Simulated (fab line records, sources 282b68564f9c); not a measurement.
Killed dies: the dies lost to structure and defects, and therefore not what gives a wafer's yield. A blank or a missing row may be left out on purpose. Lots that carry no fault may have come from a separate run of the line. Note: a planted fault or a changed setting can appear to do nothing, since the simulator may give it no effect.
fab line records -- flow ritCmos
record lots=14, wafers=42, lastDay=7
route steps=202 shown SPACER@128 M1@202
lots untouched by any fault: they come from a run of this same line in which no faults occurred
startH: the number of hours between the record's first day and the start of the first shown wafer of the lot -- waitH: hours since the lot's step before -- " identical to the entry in the row above -- L1.1+2: a single row standing in for several wafers -- - no value, or no start was given -- * or withheld: withheld -- < > ~ a bound
route shown NAME@n: a module of which the file shows steps, and the number in the route of the first -- usual: average and standard deviation across the fault-free wafers -- same: alike in all rows -- chamber/n: place in a boat -- sites: per-site readings -- _std_site: standard deviation across them -- _edge_site: mean of outer sites minus mean of inner sites -- radiusMm: how far each site lies from the wafer's centre -- mask NAME#n: copy n -- behind: the most recent tool/chamber to have shaped the wafer -- hold: the reason the lot was held/the length of the hold in hours/how it ended -- device: the transistor (n, p or np) that didn't switch -- end of line: the same wafers' tests at the end of the route -- where a step has no rows: the recipe by itself -- killed: dies lost to structure and defects at the first sort, not the wafer's yield -- map: per-die view of a wafer (x killed, . not killed, _ where there is no die)
set.NAME: the setting that was run; set.NAME@STEP: the one run at that earlier step -- model.NAME: the simulator's own value behind a step, which no gauge read
the route's steps for a sample of lots (tables are steps, rows are wafers)
services: when a tool's chamber went out of use (startH, in hours from the record's first day, below 0 if earlier), for how many hours, and the reason
## steps
# step RIT_SPACER_CVD_03
# recipe material=Si3N4, targetThkNm=250, tempC=810, precursor=SiH2Cl2/NH3, timeS=3300, pressureMtorr=300, sih2cl2FlowSccm=60, nh3FlowSccm=150
# usual pressureMtorr=300.1/0.61, spikeTcLoadC=836.7/2, zonePowerCentrePct=40/5.9
lot.wafer,tool,chamber,startH,waitH,pressureMtorr,spikeTcLoadC,zonePowerCentrePct
L843.1,lpcvd-02,1,56.69,0.0,299.9,836.4,48
L843.3,lpcvd-02,1,56.69,0.0,300.6,834.4,47
L843.4,lpcvd-02,1,56.69,0.0,299.6,836.7,48
L845.3,lpcvd-02,1,61.07,0.0,300.5,836.4,49
L845.5,lpcvd-02,1,61.07,0.0,300.2,834.7,48
L845.6,lpcvd-02,1,61.07,0.0,300.0,835.5,48
L844.1,lpcvd-01,1,62.63,1.0,300.6,840.7,32
L844.2,lpcvd-01,1,62.63,1.0,300.1,839.8,33
L844.3,lpcvd-01,1,62.63,1.0,299.7,839.5,32
L846.1,lpcvd-01,0,67.52,0.0,300.7,836.7,41
L846.2,lpcvd-01,0,67.52,0.0,300.4,837.3,41
L846.3,lpcvd-01,0,67.52,0.0,300.6,833.5,41
L847.2,lpcvd-02,0,71.42,0.0,299.6,835.4,42
L847.3,lpcvd-02,0,71.42,0.0,299.3,834.8,43
L847.6,lpcvd-02,0,71.42,0.0,300.2,834.6,42
L848.2,lpcvd-02,0,76.72,0.1,359.6,836.5,42
L848.3,lpcvd-02,0,76.72,0.1,360.1,835.9,42
L848.5,lpcvd-02,0,76.72,0.1,359.2,837.4,42
L849.1,lpcvd-02,0,79.72,0.0,358.5,835.2,42
L849.3,lpcvd-02,0,79.72,0.0,359.5,837.6,42
L849.5,lpcvd-02,0,79.72,0.0,358.8,836.8,42
L850.3,lpcvd-02,1,85.84,0.0,359.9,836.0,47
L850.4,lpcvd-02,1,85.84,0.0,359.8,834.9,48
L850.6,lpcvd-02,1,85.84,0.0,360.1,836.7,48
L853.2,lpcvd-01,1,98.84,0.0,299.0,838.9,32
L853.3,lpcvd-01,1,98.84,0.0,299.3,838.3,32
L853.4,lpcvd-01,1,98.84,0.0,298.3,840.5,32
L859.1,lpcvd-01,1,128.07,0.0,300.1,839.8,33
L859.4,lpcvd-01,1,128.07,0.0,301.1,839.9,32
L859.5,lpcvd-01,1,128.07,0.0,300.3,839.4,32
L860.4,lpcvd-01,1,129.99,0.0,301.1,837.9,32
L860.5,lpcvd-01,1,129.99,0.0,300.3,840.0,32
L860.6,lpcvd-01,1,129.99,0.0,300.3,841.2,32
L864.3,lpcvd-02,1,153.74,0.4,300.9,833.3,48
L864.4,lpcvd-02,1,153.74,0.4,300.5,835.6,48
L864.5,lpcvd-02,1,153.74,0.4,300.4,836.5,48
L865.1,lpcvd-01,0,159.77,0.0,299.8,838.2,41
L865.4,lpcvd-01,0,159.77,0.0,299.6,835.5,40
L865.6,lpcvd-01,0,159.77,0.0,299.6,836.3,41
L866.1,lpcvd-02,0,164.18,0.0,300.9,838.1,43
L866.2,lpcvd-02,0,164.18,0.0,300.0,836.1,41
L866.6,lpcvd-02,0,164.18,0.0,301.2,837.2,42
# step RIT_SPACER_THK_MEAS_04
# recipe reads=Si3N4_of_SPACER_CVD_03
# usual SPACER_NITRIDE_THK=249.8/2.7
lot.wafer,tool,chamber,startH,waitH,SPACER_NITRIDE_THK[nm]
L843.1,filmMetro-04,-,58.60,0.0,248.3
L843.3,filmMetro-04,-,58.60,0.0,249.4
L843.4,filmMetro-04,-,58.60,0.0,249.0
L845.3,filmMetro-01,-,63.01,0.0,247.7
L845.5,filmMetro-01,-,63.01,0.0,247.0
L845.6,filmMetro-01,-,63.01,0.0,249.4
L844.1,filmMetro-02,-,64.55,0.0,249.2
L844.2,filmMetro-02,-,64.55,0.0,250.5
L844.3,filmMetro-02,-,64.55,0.0,250.3
L846.1,filmMetro-01,-,69.44,0.0,252.5
L846.2,filmMetro-01,-,69.44,0.0,251.9
L846.3,filmMetro-01,-,69.44,0.0,251.4
L847.2,filmMetro-04,-,74.31,0.0,246.8
L847.3,filmMetro-04,-,74.31,0.0,246.7
L847.6,filmMetro-04,-,74.31,0.0,245.1
L848.2,filmMetro-02,-,79.61,0.0,264.4
L848.3,filmMetro-02,-,79.61,0.0,265.3
L848.5,filmMetro-02,-,79.61,0.0,264.3
L849.1,filmMetro-02,-,81.64,0.0,258.9
L849.3,filmMetro-02,-,81.64,0.0,259.6
L849.5,filmMetro-02,-,81.64,0.0,260.2
L850.3,filmMetro-01,-,87.78,0.0,257.4
L850.4,filmMetro-01,-,87.78,0.0,256.4
L850.6,filmMetro-01,-,87.78,0.0,257.4
L853.2,filmMetro-04,-,100.77,0.0,253.9
L853.3,filmMetro-04,-,100.77,0.0,254.7
L853.4,filmMetro-04,-,100.77,0.0,253.2
L859.1,filmMetro-01,-,129.99,0.0,251.2
L859.4,filmMetro-01,-,129.99,0.0,251.6
L859.5,filmMetro-01,-,129.99,0.0,252.4
L860.4,filmMetro-02,-,131.94,0.0,252.6
L860.5,filmMetro-02,-,131.94,0.0,251.3
L860.6,filmMetro-02,-,131.94,0.0,251.7
L864.3,filmMetro-04,-,155.68,0.0,244.2
L864.4,filmMetro-04,-,155.68,0.0,246.6
L864.5,filmMetro-04,-,155.68,0.0,246.8
L865.1,filmMetro-02,-,161.69,0.0,246.9
L865.4,filmMetro-02,-,161.69,0.0,246.9
L865.6,filmMetro-02,-,161.69,0.0,248.6
L866.1,filmMetro-02,-,166.10,0.0,250.9
L866.2,filmMetro-02,-,166.10,0.0,249.8
L866.6,filmMetro-02,-,166.10,0.0,249.4
# step RIT_M1_PROBE_99
# usual killedAtFrontEnd=7/3, killedDies=7/3, killedOpen=3.6/1.9, killedShort=3.2/1.8
# same grossDies=264, killed_at_M0_to_M3=0, killed_at_M4_up=0, killedAtBackSide=0, killedAtContacts=0, killedAtOther=0
lot.wafer,tool,chamber,startH,waitH,killedAtFrontEnd,killedDies,killedOpen,killedShort
L843.1,prober-02,-,70.17,0.1,15,15,9,6
L843.3,prober-02,-,70.27,0.2,9,9,4,5
L843.4,prober-02,-,70.32,0.2,3,3,1,2
L845.3,prober-01,-,74.23,0.2,2,2,1,1
L845.5,prober-01,-,74.33,0.2,5,5,3,2
L845.6,prober-01,-,74.38,0.2,4,4,3,1
L844.1,prober-02,-,75.88,0.1,10,10,6,4
L844.2,prober-02,-,75.93,0.1,6,6,4,2
L844.3,prober-02,-,75.98,0.2,13,13,7,6
L846.1,prober-01,-,80.85,0.1,8,8,5,3
L846.2,prober-01,-,80.90,0.1,5,5,4,1
L846.3,prober-01,-,80.95,0.2,14,14,8,6
L847.2,prober-02,-,85.46,0.1,3,3,3,0
L847.3,prober-02,-,85.51,0.2,3,3,2,1
L847.6,prober-02,-,85.66,0.2,4,4,3,1
L848.2,prober-01,-,90.80,0.1,2,2,1,1
L848.3,prober-01,-,90.85,0.2,7,7,4,3
L848.5,prober-01,-,90.95,0.2,10,10,6,4
L849.1,prober-02,-,92.87,0.1,8,8,4,4
L849.3,prober-02,-,92.97,0.2,5,5,4,1
L849.5,prober-02,-,93.07,0.2,7,7,5,2
L850.3,prober-01,-,98.77,0.2,12,12,6,6
L850.4,prober-01,-,98.82,0.2,4,4,1,3
L850.6,prober-01,-,98.92,0.2,10,10,6,4
L853.2,prober-01,-,112.06,0.1,5,5,1,4
L853.3,prober-01,-,112.11,0.2,5,5,4,1
L853.4,prober-01,-,112.16,0.2,3,3,0,3
L859.1,prober-02,-,141.17,0.1,6,6,3,3
L859.4,prober-02,-,141.32,0.2,3,3,2,1
L859.5,prober-02,-,141.37,0.2,3,3,2,1
L860.4,prober-01,-,143.05,0.2,4,4,2,2
L860.5,prober-01,-,143.10,0.2,9,9,4,5
L860.6,prober-01,-,143.15,0.2,7,7,2,5
L864.3,prober-01,-,167.42,0.2,8,8,6,2
L864.4,prober-01,-,167.47,0.2,9,9,6,3
L864.5,prober-01,-,167.52,0.2,6,6,4,2
L865.1,prober-02,-,172.64,0.1,3,3,1,2
L865.4,prober-02,-,172.79,0.2,5,5,5,0
L865.6,prober-02,-,172.89,0.2,5,5,1,4
L866.1,prober-01,-,177.66,0.1,8,8,4,4
L866.2,prober-01,-,177.71,0.1,3,3,3,0
L866.6,prober-01,-,177.91,0.2,6,6,3,3
# killed by level:class
L843.1 GATE:geometricParticle:open=3 SILICIDE:geometricParticle:short=3 GATE:geometricParticle:short=2 REOX:geometricParticle:open=2 SILICIDE:geometricParticle:open=2 FOX2:geometricParticle:open=1 REOX:geometricParticle:short=1 SPACER:geometricParticle:open=1
L843.3 GATE:geometricParticle:open=4 REOX:geometricParticle:short=2 FOX1:geometricParticle:short=1 GATE:geometricParticle:short=1 SILICIDE:geometricParticle:short=1
L843.4 SILICIDE:geometricParticle:short=2 GATE:geometricParticle:open=1
L845.3 REOX:geometricParticle:short=1 SPACER:geometricParticle:open=1
L845.5 FOX2:geometricParticle:open=1 GATE:geometricParticle:short=1 GATE:geometricParticle:open=1 SPACER:geometricParticle:open=1 SPACER:geometricParticle:short=1
L845.6 REOX:geometricParticle:open=2 FOX2:geometricParticle:open=1 SPACER:geometricParticle:short=1
L844.1 REOX:geometricParticle:short=2 REOX:geometricParticle:open=2 SPACER:geometricParticle:open=2 FOX2:geometricParticle:open=1 GATE:geometricParticle:open=1 SPACER:geometricParticle:short=1 SILICIDE:geometricParticle:short=1
L844.2 GATE:geometricParticle:short=2 SPACER:geometricParticle:open=2 GATE:geometricParticle:open=1 REOX:geometricParticle:open=1
L844.3 GATE:geometricParticle:short=4 GATE:geometricParticle:open=2 REOX:geometricParticle:short=2 REOX:geometricParticle:open=2 FOX1:geometricParticle:open=1 SPACER:geometricParticle:open=1 SILICIDE:geometricParticle:open=1
L846.1 FOX1:geometricParticle:open=2 FOX1:geometricParticle:short=1 GATE:geometricParticle:short=1 GATE:geometricParticle:open=1 REOX:geometricParticle:open=1 SPACER:geometricParticle:open=1 SILICIDE:geometricParticle:short=1
L846.2 GATE:geometricParticle:open=2 FOX2:geometricParticle:open=1 REOX:geometricParticle:open=1 SILICIDE:geometricParticle:short=1
L846.3 SPACER:geometricParticle:short=5 REOX:geometricParticle:open=2 SPACER:geometricParticle:open=2 SILICIDE:geometricParticle:open=2 FOX2:geometricParticle:open=1 GATE:geometricParticle:open=1 SILICIDE:geometricParticle:short=1
L847.2 FOX1:geometricParticle:open=1 GATE:geometricParticle:open=1 SILICIDE:geometricParticle:open=1
L847.3 FOX1:geometricParticle:short=1 GATE:geometricParticle:open=1 SILICIDE:geometricParticle:open=1
L847.6 FOX1:geometricParticle:open=1 GATE:geometricParticle:open=1 GATE:geometricParticle:short=1 SPACER:geometricParticle:open=1
L848.2 FOX1:geometricParticle:short=1 SILICIDE:geometricParticle:open=1
L848.3 GATE:geometricParticle:open=2 SILICIDE:geometricParticle:short=2 GATE:geometricParticle:short=1 SPACER:geometricParticle:open=1 SILICIDE:geometricParticle:open=1
L848.5 SILICIDE:geometricParticle:open=3 SILICIDE:geometricParticle:short=2 FOX1:geometricParticle:open=1 FOX2:geometricParticle:short=1 GATE:geometricParticle:short=1 GATE:geometricParticle:open=1 SPACER:geometricParticle:open=1
L849.1 FOX2:geometricParticle:short=2 FOX1:geometricParticle:open=1 FOX2:geometricParticle:open=1 GATE:geometricParticle:short=1 REOX:geometricParticle:open=1 SPACER:geometricParticle:open=1 SILICIDE:geometricParticle:short=1
L849.3 GATE:geometricParticle:open=2 FOX1:geometricParticle:short=1 FOX1:geometricParticle:open=1 REOX:geometricParticle:open=1
L849.5 SPACER:geometricParticle:open=2 GATE:geometricParticle:short=1 GATE:geometricParticle:open=1 REOX:geometricParticle:short=1 REOX:geometricParticle:open=1 SILICIDE:geometricParticle:open=1
L850.3 GATE:geometricParticle:short=4 SPACER:geometricParticle:open=3 SPACER:geometricParticle:short=2 FOX1:geometricParticle:open=1 GATE:geometricParticle:open=1 SILICIDE:geometricParticle:open=1
L850.4 SPACER:geometricParticle:short=2 GATE:geometricParticle:short=1 SPACER:geometricParticle:open=1
L850.6 GATE:geometricParticle:open=3 GATE:geometricParticle:short=2 SPACER:geometricParticle:short=2 SPACER:geometricParticle:open=2 FOX2:geometricParticle:open=1
L853.2 GATE:geometricParticle:short=3 FOX1:geometricParticle:short=1 REOX:geometricParticle:open=1
L853.3 GATE:geometricParticle:open=3 GATE:geometricParticle:short=1 SPACER:geometricParticle:open=1
L853.4 GATE:geometricParticle:short=3
L859.1 GATE:geometricParticle:open=3 REOX:geometricParticle:short=2 GATE:geometricParticle:short=1
L859.4 GATE:geometricParticle:open=2 GATE:geometricParticle:short=1
L859.5 FOX1:geometricParticle:open=1 GATE:geometricParticle:short=1 GATE:geometricParticle:open=1
L860.4 GATE:geometricParticle:short=2 GATE:geometricParticle:open=1 SPACER:geometricParticle:open=1
L860.5 FOX1:geometricParticle:short=2 FOX1:geometricParticle:open=2 FOX2:geometricParticle:short=1 FOX2:geometricParticle:open=1 GATE:geometricParticle:short=1 GATE:geometricParticle:open=1 SPACER:geometricParticle:short=1
L860.6 GATE:geometricParticle:short=4 FOX2:geometricParticle:short=1 GATE:geometricParticle:open=1 SPACER:geometricParticle:open=1
L864.3 SILICIDE:geometricParticle:open=3 FOX1:geometricParticle:open=1 FOX2:geometricParticle:open=1 GATE:geometricParticle:open=1 GATE:geometricParticle:short=1 SILICIDE:geometricParticle:short=1
L864.4 FOX2:geometricParticle:open=2 REOX:geometricParticle:open=2 FOX2:geometricParticle:short=1 GATE:geometricParticle:short=1 GATE:geometricParticle:open=1 REOX:geometricParticle:short=1 SPACER:geometricParticle:open=1
L864.5 FOX1:geometricParticle:open=1 FOX1:geometricParticle:short=1 FOX2:geometricParticle:open=1 GATE:geometricParticle:open=1 GATE:geometricParticle:short=1 SPACER:geometricParticle:open=1
L865.1 GATE:geometricParticle:short=1 SPACER:geometricParticle:short=1 SILICIDE:geometricParticle:open=1
L865.4 FOX1:geometricParticle:open=2 SILICIDE:geometricParticle:open=2 SPACER:geometricParticle:open=1
L865.6 GATE:geometricParticle:short=3 FOX1:geometricParticle:short=1 GATE:geometricParticle:open=1
L866.1 GATE:geometricParticle:open=2 FOX1:geometricParticle:short=1 FOX2:geometricParticle:short=1 GATE:geometricParticle:short=1 REOX:geometricParticle:open=1 SPACER:geometricParticle:short=1 SPACER:geometricParticle:open=1
L866.2 GATE:geometricParticle:open=2 REOX:geometricParticle:open=1
L866.6 SILICIDE:geometricParticle:open=2 FOX1:geometricParticle:short=1 FOX1:geometricParticle:open=1 GATE:geometricParticle:short=1 SPACER:geometricParticle:short=1
## services
tool,chamber,startH,hours,kind
lpcvd-02,-,37.67,1.7,repair
## key
firstSign step=RIT_SPACER_CVD_03, reading=pressureMtorr, direction=up, sigmas=97, usual=300.1, struck=359.5
effect step=RIT_SPACER_THK_MEAS_04, reading=SPACER_NITRIDE_THK, direction=up, sigmas=3.9, usual=249.8, struck=260.4
metAt RIT_SPACER_CVD_03
struckLots L848,L849,L850
testerLeftOut L848,L849,L850
fault kind=processParameterDrift, tool=lpcvd-02, chamber=-, onsetH=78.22, steps=RIT_SPACER_CVD_03, channel=pressureMtorr, offset=60, shape=step, endH=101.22, actsIn=theseRecipesOnly, stated=300
# testerLeftOut: of these lots the tester's yield and bins aren't shown, on N5 and GAA mostly nor the transistor test; their killed dies are dies lost to structure and defects alone, not to doping, threshold or leakage, so they don't give the yield
